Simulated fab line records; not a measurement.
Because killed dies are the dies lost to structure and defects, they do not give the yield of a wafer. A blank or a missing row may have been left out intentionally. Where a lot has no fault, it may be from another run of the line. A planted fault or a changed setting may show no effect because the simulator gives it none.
Which of the tools did it?    flow berkeleyCmos170    7 lots, 21 wafers sampled, at 2 steps of a route of 331

WHAT EACH GAUGE READ, for each wafer
UCB170_NWELL_THK_MEAS_02.
lot   measured     on            NWELL_OXIDE_THK (nm)
L807  day 2 10:30  filmMetro-03  25.3 25.5 25.9
L809  day 2 18:42  filmMetro-03  26.1 26.1 25.7
L811  day 3 00:33  filmMetro-01  26.8 27.0 27.0
L813  day 3 10:43  filmMetro-03  25.8 26.0 25.9
L816  day 4 09:10  filmMetro-01  29.9 29.9 29.7
L817  day 4 11:53  filmMetro-01  29.6 29.5 29.6
L826  day 6 08:17  filmMetro-03  26.0 25.7 25.8

WHAT TOOL EACH LOT RAN ON (gives the tool, then ch and the chambers of the sampled wafers, and finally the start)
lot   UCB170_NWELL_OXIDATION_01
L807  furnace-01 ch 0, day 2 09:09
L809  furnace-01 ch 0, day 2 17:21
L811  furnace-04 ch 0, day 2 23:12
L813  furnace-02 ch 0, day 3 09:19
L816  furnace-01 ch 0, day 4 07:49
L817  furnace-01 ch 0, day 4 10:31
L826  furnace-02 ch 0, day 6 06:56
- UCB170_NWELL_OXIDATION_01: target thk 26.4 nm, ox time 1260 s.

THE ANSWER, worked out from the rows above alone
Rule: usual is defined by the lots themselves. Put in order of their means at a reading, lots are off if they are a third of the lots or fewer, leave a main group of 4 or more, and stand apart from it by a gap of 3 or more times the standard deviation of the main group's means; of several such gaps the widest counts. The tables above print the reading to a certain number of digits; a main group whose means all agree to those digits is not used. A lot without any number at a reading at which 4 lots or more have one is off too. Where the step has rows for the other lots, those lots are counted as sound.
Off: L816, L817, seen at UCB170_NWELL_THK_MEAS_02 (NWELL_OXIDE_THK). For the main group the mean is 26.0 nm and the standard deviation 0.47.
A tool fits if, at a process step before that reading, it ran every lot that is off, and no sound lot after the first of them. The gauges at UCB170_NWELL_THK_MEAS_02 are tried like those tools. Undecided on this evidence; 2 tools fit (furnace-01 at UCB170_NWELL_OXIDATION_01, filmMetro-01 at UCB170_NWELL_THK_MEAS_02).

WHAT WAS PUT IN BY THE SIMULATOR
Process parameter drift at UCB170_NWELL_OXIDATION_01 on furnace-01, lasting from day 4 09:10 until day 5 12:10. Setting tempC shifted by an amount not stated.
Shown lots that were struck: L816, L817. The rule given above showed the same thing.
